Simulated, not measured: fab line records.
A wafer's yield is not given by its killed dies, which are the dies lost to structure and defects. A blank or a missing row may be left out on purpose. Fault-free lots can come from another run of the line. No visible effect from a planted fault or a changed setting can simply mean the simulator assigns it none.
fab line records -- flow rit-cmos
[record] lots = 7, wafers = 21, last-day = 7
route steps=202 shown ACTIVE@1 M1@202
lots untouched by any fault: they come from a run of this same line in which no faults occurred
start-h: hours from the record's first day to the start of the lot's first wafer shown -- wait-h: hours from the lot's prior step to this one -- " identical to the entry in the row above -- L1.1+2: several wafers, shown together as one row -- - no value present, or no start provided -- * or withheld: withheld -- < > ~ a bound
route shown NAME@n: names a module that has steps shown in the file, with the first one's number in the route -- usual: the fault-free wafers' mean and standard deviation -- same: alike in all rows -- chamber/n: place in a boat -- sites: readings site by site -- _std_site: standard deviation across them -- _edge_site: outer sites' mean less inner sites' -- radius-mm: for every site, how far away it sits from the centre of the wafer -- mask NAME#n: copy n -- behind: tool/chamber where the wafer was last shaped -- hold: why the lot was held/for how many hours/how that ended -- device: transistor that didn't switch, given as n, p or np -- end of line: tests of these same wafers at the route's end -- where a step has no rows: the recipe by itself -- killed: count of dies lost to structure and defects at first sort (not the wafer's yield) -- map: shows each die of a wafer: x if killed, . if not, _ if none is there
set.NAME: the run value of the setting; set.NAME@STEP: its run value at that earlier step -- model.NAME: the simulator's own value behind a step, which no gauge read
lots at some steps of the route; a table a step, a row a wafer
services: from which hour (start-h, from the record's first day; less than 0 if before it) a tool's chamber was out of use, for how many hours, and why
[[steps]]
[step RIT_ACTIVE_BOW_MEAS_00]
[recipe] mode = bow
[usual] INCOMING_BOW = 0/6.2
lot.wafer,tool,chamber,start-h,wait-h,INCOMING_BOW[um]
L961.1,film-metro-02,-,15.00,-,2
L961.2,film-metro-02,-,15.00,-,7
L961.4,film-metro-02,-,15.00,-,0
L968.3,film-metro-04,-,50.04,-,-5
L968.5,film-metro-04,-,50.04,-,0
L968.6,film-metro-04,-,50.04,-,-1
L974.1,film-metro-02,-,80.00,-,-10
L974.2,film-metro-02,-,80.00,-,-2
L974.4,film-metro-02,-,80.00,-,5
L975.2,film-metro-03,-,85.02,-,-3
L975.5,film-metro-03,-,85.02,-,8
L975.6,film-metro-03,-,85.02,-,5
L976.1,film-metro-04,-,90.00,-,-10
L976.2,film-metro-04,-,90.00,-,-3
L976.3,film-metro-04,-,90.00,-,-6
L977.2,film-metro-03,-,95.02,-,-2
L977.5,film-metro-03,-,95.02,-,10
L977.6,film-metro-03,-,95.02,-,1
L983.1,film-metro-03,-,125.00,-,3
L983.2,film-metro-03,-,125.00,-,-2
L983.3,film-metro-03,-,125.00,-,6
[step RIT_ACTIVE_OXIDATION_01]
[recipe] temp-c = 1000, ambient = O2, target-thk-a = 468, ox-time-s = 3360
[step RIT_ACTIVE_THK_MEAS_02]
[recipe] reads = SiO2_of_ACTIVE_OXIDATION_01
[usual] ACTIVE_OXIDE_THK = 47.0/0.8
lot.wafer,tool,chamber,start-h,wait-h,ACTIVE_OXIDE_THK[nm]
L961.1,film-metro-04,-,17.05,0.0,46.6
L961.2,film-metro-04,-,17.05,0.0,47.4
L961.4,film-metro-04,-,17.05,0.0,46.7
L968.3,film-metro-04,-,52.07,0.0,47.1
L968.5,film-metro-04,-,52.07,0.0,46.2
L968.6,film-metro-04,-,52.07,0.0,46.7
L974.1,film-metro-04,-,82.05,0.0,46.1
L974.2,film-metro-04,-,82.05,0.0,47.0
L974.4,film-metro-04,-,82.05,0.0,46.9
L975.2,film-metro-02,-,87.06,0.0,48.2
L975.5,film-metro-02,-,87.06,0.0,48.0
L975.6,film-metro-02,-,87.06,0.0,47.6
L976.1,film-metro-03,-,92.05,0.0,47.6
L976.2,film-metro-03,-,92.05,0.0,47.0
L976.3,film-metro-03,-,92.05,0.0,47.6
L977.2,film-metro-04,-,97.06,0.0,47.8
L977.5,film-metro-04,-,97.06,0.0,47.4
L977.6,film-metro-04,-,97.06,0.0,46.7
L983.1,film-metro-02,-,128.75,0.0,47.6
L983.2,film-metro-02,-,128.75,0.0,47.2
L983.3,film-metro-02,-,128.75,0.0,47.9
[step RIT_ACTIVE_CVD_03]
[recipe] material = Si3N4, target-thk-nm = 150, temp-c = 810, precursor = SiH2Cl2/NH3, time-s = 1500, pressure-mtorr = 300, sih2cl2-flow-sccm = 59.01, nh3-flow-sccm = 150
[step RIT_ACTIVE_THK_MEAS_04]
[recipe] reads = Si3N4_of_ACTIVE_CVD_03
[usual] ACTIVE_NITRIDE_THK = 149.4/1.1
lot.wafer,tool,chamber,start-h,wait-h,ACTIVE_NITRIDE_THK[nm]
L961.1,film-metro-03,-,18.53,0.0,150.1
L961.2,film-metro-03,-,18.53,0.0,150.0
L961.4,film-metro-03,-,18.53,0.0,151.3
L968.3,film-metro-03,-,54.55,0.0,148.5
L968.5,film-metro-03,-,54.55,0.0,149.2
L968.6,film-metro-03,-,54.55,0.0,148.7
L974.1,film-metro-02,-,83.53,0.0,149.0
L974.2,film-metro-02,-,83.53,0.0,148.2
L974.4,film-metro-02,-,83.53,0.0,148.5
L975.2,film-metro-02,-,88.54,0.0,149.6
L975.5,film-metro-02,-,88.54,0.0,150.7
L975.6,film-metro-02,-,88.54,0.0,150.8
L976.1,film-metro-04,-,93.53,0.0,149.1
L976.2,film-metro-04,-,93.53,0.0,149.0
L976.3,film-metro-04,-,93.53,0.0,148.0
L977.2,film-metro-03,-,98.54,0.0,148.2
L977.5,film-metro-03,-,98.54,0.0,147.9
L977.6,film-metro-03,-,98.54,0.0,149.2
L983.1,film-metro-02,-,130.23,0.0,150.5
L983.2,film-metro-02,-,130.23,0.0,151.1
L983.3,film-metro-02,-,130.23,0.0,150.5
[step RIT_ACTIVE_HMDS_05]
[recipe] prime-time-s = 60, prime-temp-c = 140
[step RIT_ACTIVE_COAT_06]
[recipe] resist = NOVOLAK, spin-rpm = 3250, resist-thk-nm = 1007
[step RIT_ACTIVE_SOFTBAKE_07]
[recipe] resist = NOVOLAK, temp-c = 90, time-s = 60
[step RIT_ACTIVE_EXPOSE_08]
[recipe] mask-id = M1, na = 0.6, source-shape = conventional, sigma-outer = 0.6, target-cd-nm = 1400, dose-mj = 225
[step RIT_ACTIVE_PEB_09]
[recipe] resist = NOVOLAK, temp-c = withheld, time-s = withheld
[step RIT_ACTIVE_DEVELOP_10]
[recipe] resist = NOVOLAK, develop-time-s = 50, dev-temp-c = 23
[usual] developer-temp-C = 23.01/0.095
lot.wafer,tool,chamber,start-h,wait-h,developer-temp-C
L961.1,litho-track-02,0,19,-,23.01
L961.2,litho-track-02,0,19,-,23.06
L961.4,litho-track-02,0,19,-,23.17
L968.3,litho-track-03,0,55,-,23.03
L968.5,litho-track-03,0,55,-,22.82
L968.6,litho-track-03,0,55,-,22.98
L974.1,litho-track-02,0,84,-,22.99
L974.2,litho-track-02,0,84,-,22.93
L974.4,litho-track-02,0,84,-,22.90
L975.2,litho-track-04,0,89,-,22.89
L975.5,litho-track-04,0,89,-,23.03
L975.6,litho-track-04,0,89,-,23.01
L976.1,litho-track-02,0,94,-,23.05
L976.2,litho-track-02,0,94,-,23.03
L976.3,litho-track-02,0,94,-,22.97
L977.2,litho-track-02,0,99,-,23.00
L977.5,litho-track-02,0,99,-,23.07
L977.6,litho-track-02,0,99,-,23.04
L983.1,litho-track-04,0,131,-,22.98
L983.2,litho-track-04,0,131,-,22.99
L983.3,litho-track-04,0,131,-,22.89
[step RIT_ACTIVE_CD_MEAS_11]
[recipe] target-cd-nm = 1400
[usual] cd-nm = 1400.4/2.3
lot.wafer,tool,chamber,start-h,wait-h,cd-nm
L961.1,cd-sem-02,-,19.56,-,1400.1
L961.2,cd-sem-02,-,19.56,-,1400.7
L961.4,cd-sem-02,-,19.56,-,1400.2
L968.3,cd-sem-01,-,55.69,-,1399.3
L968.5,cd-sem-01,-,55.69,-,1401.6
L968.6,cd-sem-01,-,55.69,-,1401.1
L974.1,cd-sem-01,-,84.56,-,1443.9
L974.2,cd-sem-01,-,84.56,-,1444.4
L974.4,cd-sem-01,-,84.56,-,1444.5
L975.2,cd-sem-01,-,89.46,-,1400.1
L975.5,cd-sem-01,-,89.46,-,1400.8
L975.6,cd-sem-01,-,89.46,-,1401.9
L976.1,cd-sem-02,-,94.44,-,1437.6
L976.2,cd-sem-02,-,94.44,-,1436.3
L976.3,cd-sem-02,-,94.44,-,1434.8
L977.2,cd-sem-02,-,99.58,-,1445.2
L977.5,cd-sem-02,-,99.58,-,1442.7
L977.6,cd-sem-02,-,99.58,-,1446.9
L983.1,cd-sem-02,-,131.26,-,1400.9
L983.2,cd-sem-02,-,131.26,-,1400.9
L983.3,cd-sem-02,-,131.26,-,1402.7
[step RIT_ACTIVE_HARDBAKE_12]
[recipe] resist = NOVOLAK, temp-c = 140, time-s = 60
[step RIT_ACTIVE_ETCH_13]
[recipe] stop-on = SiO2, chemistry = SF6, target = Si3N4, time-s = 210, over-etch-frac = 0.4, SF6_flow_sccm = 200, pressure-mtorr = 260, rf-w = 125, target-depth-a = 2100
[usual] SF6_flow_sccm = 199.9/0.53, drypump-motor-current-A = 5.5/0.34, oes-product-au = 0.821/0.014, throttle-valve-pct = 7.51/0.15
[same] over-etch-frac = 0.4
lot.wafer,tool,chamber,start-h,wait-h,SF6_flow_sccm,drypump-motor-current-A,oes-product-au,rf-hours-counter-h,throttle-valve-pct,model.ACTIVE.cd-nm
L961.1,rie-diel-01,0,19.83,0.1,199.8,5.4,0.808,5,7.62,1400
L961.2,rie-diel-01,3,19.83,0.1,201.2,4.9,0.822,169,7.40,1401
L961.4,rie-diel-01,3,19.83,0.1,199.9,4.9,0.826,-,7.40,1400
L968.3,rie-diel-04,0,55.92,0.1,200.1,5.7,0.823,135,7.56,1399
L968.5,rie-diel-04,1,55.92,0.1,200.1,6.1,0.825,-,7.42,1401
L968.6,rie-diel-04,3,55.92,0.1,201.0,5.3,0.823,-,7.78,1401
L974.1,rie-diel-04,2,84.83,0.1,199.7,5.6,0.797,126,7.20,1444
L974.2,rie-diel-04,0,84.83,0.1,200.7,5.7,0.821,135,7.55,1445
L974.4,rie-diel-04,1,84.83,0.1,199.8,6.1,0.824,14,7.41,1444
L975.2,rie-diel-03,0,89.71,0.1,199.6,5.1,0.846,151,7.49,1400
L975.5,rie-diel-03,2,89.71,0.1,199.9,5.5,0.833,-,7.60,1401
L975.6,rie-diel-03,1,89.71,0.1,199.0,5.5,0.819,-,7.33,1402
L976.1,rie-diel-01,2,94.71,0.1,200.4,6.0,0.841,1,7.30,1438
L976.2,rie-diel-01,3,94.71,0.1,200.0,4.9,0.805,0,7.40,1436
L976.3,rie-diel-01,1,94.71,0.1,199.6,5.7,0.819,66,7.66,1435
L977.2,rie-diel-01,2,99.83,0.1,199.3,6.1,0.844,1,7.31,1445
L977.5,rie-diel-01,3,99.83,0.1,200.8,4.9,0.793,-,7.41,1443
L977.6,rie-diel-01,0,99.83,0.1,199.1,5.4,0.815,-,7.62,1447
L983.1,rie-diel-03,2,131.53,0.1,200.2,5.5,0.836,97,7.61,1401
L983.2,rie-diel-03,0,131.53,0.1,199.4,5.1,0.841,151,7.50,1401
L983.3,rie-diel-03,1,131.53,0.1,201.1,5.5,0.808,48,7.32,1403
[step RIT_ACTIVE_STRIP_14]
[recipe] chemistry = O2, time-s = 180, resist = NOVOLAK, platen-temp-c = withheld, power-w = 500, pressure-mtorr = 4000, o2-flow-sccm = 4000
[usual] drypump-motor-current-A = 5.8/0.35
lot.wafer,tool,chamber,start-h,wait-h,drypump-motor-current-A,rf-hours-counter-h
L961.1,plasma-asher-01,1,19.97,0.1,6.0,38
L961.2,plasma-asher-01,0,19.97,0.1,5.6,38
L961.4,plasma-asher-01,0,19.97,0.1,5.6,-
L968.3,plasma-asher-01,1,56.12,0.1,6.0,-
L968.5,plasma-asher-01,0,56.12,0.1,5.7,-
L968.6,plasma-asher-01,1,56.12,0.1,6.0,-
L974.1,plasma-asher-02,0,84.97,0.1,5.8,44
L974.2,plasma-asher-02,1,84.97,0.1,5.8,44
L974.4,plasma-asher-02,1,84.97,0.1,5.8,-
L975.2,plasma-asher-03,1,89.84,0.1,5.2,28
L975.5,plasma-asher-03,0,89.84,0.1,6.4,-
L975.6,plasma-asher-03,1,89.84,0.1,5.2,-
L976.1,plasma-asher-02,1,94.84,0.1,5.8,45
L976.2,plasma-asher-02,0,94.84,0.1,5.8,45
L976.3,plasma-asher-02,0,94.84,0.1,5.8,-
L977.2,plasma-asher-01,0,99.97,0.1,5.6,46
L977.5,plasma-asher-01,1,99.97,0.1,6.0,-
L977.6,plasma-asher-01,0,99.97,0.1,5.6,-
L983.1,plasma-asher-02,1,131.66,0.1,5.8,48
L983.2,plasma-asher-02,0,131.66,0.1,5.8,48
L983.3,plasma-asher-02,0,131.66,0.1,5.7,-
[step RIT_M1_PROBE_99]
[usual] killed-at-contacts = 0.1/0.25, killed-at-front-end = 7.1/2.9, killed-dies = 7.2/2.9, killed-open = 3.6/1.9, killed-short = 3.5/1.9
[same] gross-dies = 264, killed_at_M0_to_M3 = 0, killed_at_M4_up = 0, killed-at-back-side = 0, killed-at-other = 0
lot.wafer,tool,chamber,start-h,wait-h,killed-at-contacts,killed-at-front-end,killed-dies,killed-open,killed-short,model.etest.pplus-sal.width-nm,model.etest.nplus-sal.width-nm,model.etest.nldd.width-nm,model.etest.pldd.width-nm
L961.1,prober-01,-,64.23,0.1,0,4,4,3,1,3451,3450,3181,3179
L961.2,prober-01,-,64.28,0.1,0,4,4,3,1,3435,3422,3162,3163
L961.4,prober-01,-,64.38,0.2,0,7,7,3,4,3452,3449,3190,3216
L968.3,prober-01,-,98.22,0.2,0,4,4,2,2,3432,3457,3195,3211
L968.5,prober-01,-,98.32,0.2,0,15,15,8,7,3482,3473,3218,3212
L968.6,prober-01,-,98.37,0.2,0,2,2,2,0,3449,3458,3194,3208
L974.1,prober-01,-,130.37,0.1,0,6,6,2,4,3486,3484,3191,3216
L974.2,prober-01,-,130.42,0.1,0,10,10,3,7,3486,3506,3214,3192
L974.4,prober-01,-,130.52,0.2,0,5,5,4,1,3463,3469,3194,3171
L976.1,prober-01,-,138.00,0.1,0,9,9,2,7,3471,3456,3216,3186
L976.2,prober-01,-,138.05,0.1,0,4,4,3,1,3465,3460,3176,3184
L976.3,prober-01,-,138.10,0.2,0,2,2,1,1,3474,3470,3198,3186
L975.2,prober-02,-,138.05,0.1,0,7,7,3,4,3414,3417,3139,3143
L975.5,prober-02,-,138.20,0.2,0,3,3,1,2,3414,3435,3173,3139
L975.6,prober-02,-,138.25,0.2,1,10,11,4,7,3416,3432,3168,3128
L977.2,prober-02,-,143.07,0.1,0,7,7,3,4,3474,3473,3192,3189
L977.5,prober-02,-,143.22,0.2,0,2,2,2,0,3468,3456,3178,3189
L977.6,prober-02,-,143.27,0.2,0,9,9,4,5,3490,3446,3202,3182
L983.1,prober-01,-,172.48,0.1,0,8,8,2,6,3405,3417,3160,3146
L983.2,prober-01,-,172.53,0.1,0,10,10,2,8,3435,3446,3162,3170
L983.3,prober-01,-,172.58,0.2,0,9,9,5,4,3399,3421,3134,3171
// killed by level:class
L961.1 FOX1:geometric-particle:short=1 FOX2:geometric-particle:open=1 GATE:geometric-particle:open=1 SILICIDE:geometric-particle:open=1
L961.2 ACTIVE:geometric-particle:open=1 FOX1:geometric-particle:open=1 GATE:geometric-particle:open=1 SILICIDE:geometric-particle:short=1
L961.4 FOX1:geometric-particle:short=2 GATE:geometric-particle:open=2 GATE:geometric-particle:short=1 REOX:geometric-particle:open=1 SPACER:geometric-particle:short=1
L968.3 FOX1:geometric-particle:open=1 GATE:geometric-particle:short=1 GATE:geometric-particle:open=1 REOX:geometric-particle:short=1
L968.5 GATE:geometric-particle:open=3 GATE:geometric-particle:short=2 REOX:geometric-particle:short=2 SPACER:geometric-particle:open=2 ACTIVE:geometric-particle:short=1 FOX1:geometric-particle:open=1 REOX:geometric-particle:open=1 SPACER:geometric-particle:short=1
L968.6 REOX:geometric-particle:open=1 SILICIDE:geometric-particle:open=1
L974.1 FOX1:geometric-particle:short=2 REOX:geometric-particle:open=2 FOX2:geometric-particle:short=1 GATE:geometric-particle:short=1
L974.2 SPACER:geometric-particle:short=3 SILICIDE:geometric-particle:short=2 ACTIVE:geometric-particle:short=1 FOX1:geometric-particle:short=1 GATE:geometric-particle:open=1 SPACER:geometric-particle:open=1 SILICIDE:geometric-particle:open=1
L974.4 FOX1:geometric-particle:short=1 FOX1:geometric-particle:open=1 GATE:geometric-particle:open=1 SPACER:geometric-particle:open=1 SILICIDE:geometric-particle:open=1
L976.1 SPACER:geometric-particle:short=3 FOX1:geometric-particle:open=2 FOX2:geometric-particle:short=2 GATE:geometric-particle:short=2
L975.2 GATE:geometric-particle:short=3 GATE:geometric-particle:open=2 FOX2:geometric-particle:open=1 REOX:geometric-particle:short=1
L976.2 GATE:geometric-particle:open=2 SPACER:geometric-particle:open=1 SPACER:geometric-particle:short=1
L976.3 GATE:geometric-particle:open=1 SPACER:geometric-particle:short=1
L975.5 GATE:geometric-particle:open=1 REOX:geometric-particle:short=1 SPACER:geometric-particle:short=1
L975.6 GATE:geometric-particle:open=2 REOX:geometric-particle:short=2 REOX:geometric-particle:open=2 SPACER:geometric-particle:short=2 GATE:geometric-particle:short=1 SILICIDE:geometric-particle:short=1 CONTACT:geometric-particle:short=1
L977.2 GATE:geometric-particle:open=2 GATE:geometric-particle:short=2 FOX2:geometric-particle:short=1 SPACER:geometric-particle:short=1 SILICIDE:geometric-particle:open=1
L977.5 FOX1:geometric-particle:open=1 REOX:geometric-particle:open=1
L977.6 SILICIDE:geometric-particle:short=3 FOX2:geometric-particle:short=2 REOX:geometric-particle:open=2 GATE:geometric-particle:open=1 SILICIDE:geometric-particle:open=1
L983.1 REOX:geometric-particle:short=3 SILICIDE:geometric-particle:short=2 GATE:geometric-particle:open=1 GATE:geometric-particle:short=1 REOX:geometric-particle:open=1
L983.2 REOX:geometric-particle:short=3 FOX2:geometric-particle:short=2 GATE:geometric-particle:short=2 GATE:geometric-particle:open=2 FOX1:geometric-particle:short=1
L983.3 FOX2:geometric-particle:short=2 REOX:geometric-particle:open=2 FOX1:geometric-particle:open=1 FOX2:geometric-particle:open=1 GATE:geometric-particle:short=1 GATE:geometric-particle:open=1 REOX:geometric-particle:short=1
[[services]]
tool,chamber,start-h,hours,kind
plasma-asher-03,-,-3.91,1.8,repair
rie-diel-01,3,5.67,2.8,repair
rie-diel-01,2,16.08,-,clean
rie-diel-01,2,16.08,22.6,scheduled-down
rie-diel-01,2,16.08,22.6,vent-cycle
plasma-asher-02,-,19.21,2.5,repair
plasma-asher-03,-,21.76,15.6,pm
rie-diel-03,2,21.84,23.5,repair
rie-diel-03,1,28.36,5.6,repair
plasma-asher-01,-,34.24,5.5,repair
rie-diel-01,3,35.27,6.7,repair
rie-diel-01,3,44.84,-,clean
rie-diel-01,3,44.84,25.6,scheduled-down
rie-diel-01,3,44.84,25.6,vent-cycle
rie-diel-04,2,55.77,5.1,repair
rie-diel-01,-,107.33,0.5,repair
plasma-asher-01,-,108.75,9.0,pm
plasma-asher-01,0,108.75,9.0,vent-cycle
plasma-asher-01,1,108.75,9.0,vent-cycle
plasma-asher-02,-,109.32,2.8,pm
plasma-asher-01,0,117.75,-,clean
plasma-asher-01,1,117.75,-,clean
[[key]]
[first-sign] step = RIT_ACTIVE_CD_MEAS_11, reading = cd-nm, direction = up, sigmas = 18, usual = 1400.4, struck = 1441.8, through = control-loop
effect none on later readings
[model-effect] step = RIT_ACTIVE_ETCH_13, value = ACTIVE.cd-nm, without = 1399, struck = 1442
[model-effect] step = RIT_M1_PROBE_99, value = etest.pplus-sal.width-nm, without = 3433, struck = 3475
met-at RIT_ACTIVE_DEVELOP_10
struck-wafers L974.1,L974.2,L974.4,L976.1,L976.2,L976.3,L977.2,L977.5,L977.6
tester-left-out L974,L976,L977
[loop-trim] step = RIT_ACTIVE_EXPOSE_08, setting = dose, lots = L976
onset-between 19 84
[fault] kind = process-parameter-drift, tool = litho-track-02, chamber = -, onset-h = 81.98, steps = RIT_ACTIVE_DEVELOP_10, channel = develop-time-s, offset = *, shape = step, end-h = 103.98, acts-in = *, stated = *
// tester-left-out: of these lots the tester's yield and bins aren't shown, on N5 and GAA mostly nor the transistor test; their killed dies are dies lost to structure and defects alone, not to doping, threshold or leakage, so they don't give the yield
// loop-trim: a control loop set the setting to another value than it would have without faults
